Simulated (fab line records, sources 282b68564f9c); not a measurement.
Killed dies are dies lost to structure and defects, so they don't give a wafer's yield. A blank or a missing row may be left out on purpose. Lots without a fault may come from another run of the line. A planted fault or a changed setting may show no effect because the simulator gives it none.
A struck lot beside a sound one | flow rit_cmos | 43 steps out of a route of 202
Sound: wafers L437.3, L437.4, L437.6. Struck: wafers L442.2, L442.4, L442.5. The cause comes at the end.
At each step with rows: each side's tool, then ch and its chambers, then its first start. Under that, the readings that differ: sound wafers | struck wafers | difference of the means | sigmas: that difference in standard deviations of wafers without a fault.
alike: readings whose means differ by less than 2 such deviations, and words and numbers that are the same on both sides. not compared: withheld readings, readings that some wafer has no value for, bounds like >300 that may hide the same value, and numbers for which the record gives no deviation and whose values overlap.
The two part at a step that has a row with sigmas, a row that says differs or no value, or rows on one side only. Numbers that don't overlap but have no deviation are shown without sigmas and don't part them. A reading that every wafer of one side lacks parts them only if that side has two wafers or more.

first, 3 steps without rows for these wafers: RIT_REOX_CLEAN_01 (cleans in dHF, time 30 s); RIT_REOX_CLEAN_02 (cleans in SC2, time 600 s); RIT_REOX_OXIDATION_03 (target thk 25.2 nm, ox time 5854 s).
RIT_REOX_THK_MEAS_04:
  sound on film_metro-03, day 4 04:55; struck on film_metro-04, day 5 09:15
  alike: REOX_OXIDE_THK
then, 6 steps without rows for these wafers: RIT_NLDD_HMDS_00 (prime time 60 s); RIT_NLDD_COAT_01 (resist thk 1000 nm); RIT_NLDD_SOFTBAKE_02 (time 60 s); RIT_NLDD_EXPOSE_03 (exposes mask M7, target cd 40700 nm); RIT_NLDD_PEB_04; RIT_NLDD_DEVELOP_05 (develop time 50 s).
RIT_NLDD_OVL_MEAS_06:
  sound on overlay-01, day 4 06:04; struck on overlay-01, day 5 10:11
  alike: NLDD_OVL
then, 1 step without rows for these wafers: RIT_NLDD_HARDBAKE_07 (time 60 s).
RIT_NLDD_IMPLANT_08:
  sound on implanter-03 ch 0, day 4 06:17; struck on implanter-03 ch 0, day 5 10:23
RIT_NLDD_STRIP_09: strips in O2, time 180 s.
  sound on plasma_asher-01 ch 0,1, day 4 06:27; struck on plasma_asher-02 ch 0,1, day 5 10:31
  alike: chamber_pressure_mTorr, drypump_motor_current_A
  not compared: rf_hours_counter_h
RIT_NLDD_TW_MEAS_10:
  sound on film_metro-02, day 4 06:35; struck on film_metro-02, day 5 10:42
  alike: NLDD_TW
then, 6 steps without rows for these wafers: RIT_PLDD_HMDS_00 (prime time 60 s); RIT_PLDD_COAT_01 (resist thk 1000 nm); RIT_PLDD_SOFTBAKE_02 (time 60 s); RIT_PLDD_EXPOSE_03 (exposes mask M8, target cd 40900 nm); RIT_PLDD_PEB_04; RIT_PLDD_DEVELOP_05 (develop time 48.45 s).
RIT_PLDD_OVL_MEAS_06:
  sound on overlay-02, day 4 07:37; struck on overlay-01, day 5 11:36
  alike: PLDD_OVL
then, 2 steps without rows for these wafers: RIT_PLDD_HARDBAKE_07 (time 60 s); RIT_PLDD_IMPLANT_08.
RIT_PLDD_STRIP_09: strips in O2, time 180 s.
  sound on plasma_asher-02 ch 0,1, day 4 07:59; struck on plasma_asher-02 ch 0, day 5 11:56
  alike: chamber_pressure_mTorr, drypump_motor_current_A
  not compared: rf_hours_counter_h
RIT_PLDD_TW_MEAS_10:
  sound on film_metro-02, day 4 08:08; struck on film_metro-04, day 5 12:07
  reading | sound          | struck         | difference | sigmas
  PLDD_TW | 2351 2350 2342 | 2415 2418 2420 | +70        | +3
then, 4 steps without rows for these wafers: RIT_SPACER_CLEAN_00 (cleans in SC1, time 600 s); RIT_SPACER_CLEAN_01 (cleans in dHF, time 30 s); RIT_SPACER_CLEAN_02 (cleans in SC2, time 600 s); RIT_SPACER_CVD_03 (deposits Si3N4 from SiH2Cl2/NH3, target thk 250 nm, time 3300 s).
RIT_SPACER_THK_MEAS_04:
  sound on film_metro-01, day 4 11:23; struck on film_metro-01, day 5 14:28
  alike: SPACER_NITRIDE_THK
RIT_SPACER_ETCHBACK_05: etches Si3N4 in SF6/CHF3, stops on SiO2, target depth 250 nm, time 240 s.
  sound on rie_diel-01 ch 0,2,3, day 4 11:25; struck on rie_diel-04 ch 0,1,2, day 5 14:31
  alike: chamber_pressure_mTorr, drypump_motor_current_A, oes_product_au, throttle_valve_pct
  not compared: rf_hours_counter_h
then, 6 steps without rows for these wafers: RIT_NSD_HMDS_00 (prime time 60 s); RIT_NSD_COAT_01 (resist thk 1000 nm); RIT_NSD_SOFTBAKE_02 (time 60 s); RIT_NSD_EXPOSE_03 (exposes mask M9, target cd 40700 nm); RIT_NSD_PEB_04; RIT_NSD_DEVELOP_05 (develop time 50 s).
RIT_NSD_OVL_MEAS_06:
  sound on overlay-02, day 4 12:33; struck on overlay-01, day 5 15:38
  alike: NSD_OVL
then, 2 steps without rows for these wafers: RIT_NSD_HARDBAKE_07 (time 60 s); RIT_NSD_IMPLANT_08.
RIT_NSD_STRIP_09: strips in O2, time 180 s.
  sound on plasma_asher-03 ch 0,1, day 4 12:56; struck on plasma_asher-01 ch 0,1, day 5 15:58
  alike: chamber_pressure_mTorr, drypump_motor_current_A
  not compared: rf_hours_counter_h
RIT_M1_PROBE_99:
  sound on prober-01, day 4 22:53; struck on prober-02, day 6 01:26
  reading                                    | sound                         | struck                       | difference | sigmas
  model.etest.nldd.rs_ohm_sq_rim_less_centre | -5.557 -0.1363 0.912          | -13.72 -15.48 -17.53         | -13.98     |
  model.etest.nldd.rs_ohm_sq_range           | 11.8 12.01 11.16              | 17.52 20.82 19.54            | +7.64      |
  model.etest.nmos_0p15.drive_ua_um_range    | 11.73 11.26 8.926             | 11.87 20.23 13.57            | +4.58      |
  model.etest.nmos_0p15.gate_bv_v (V)        | 4.871 4.911 4.918             | 4.742 4.847 4.843            | -0.089     |
  model.etest.nmos_0p15.vt_v_rim_less_centre | 0.001055 -0.0001172 -0.003743 | -0.004894 -0.01105 -0.008346 | -0.007162  |
  model.etest.nmos_0p15.vt_v_range           | 0.003021 0.00694 0.006503     | 0.01068 0.01361 0.01009      | +0.00597   |
  alike: killed_at_contacts, killed_at_front_end, killed_dies, killed_open, killed_short
  not compared: model.etest.nmos_0p15.drive_ua_um_rim_less_centre, model.etest.antenna_poly.vt_shift_v

WHERE THEY PART
Only at RIT_PLDD_TW_MEAS_10, within this record. Later steps at which nothing parts them and some readings are alike: RIT_SPACER_THK_MEAS_04, RIT_SPACER_ETCHBACK_05, RIT_NSD_OVL_MEAS_06, RIT_NSD_STRIP_09, RIT_M1_PROBE_99.

WHY: what the simulator had put in
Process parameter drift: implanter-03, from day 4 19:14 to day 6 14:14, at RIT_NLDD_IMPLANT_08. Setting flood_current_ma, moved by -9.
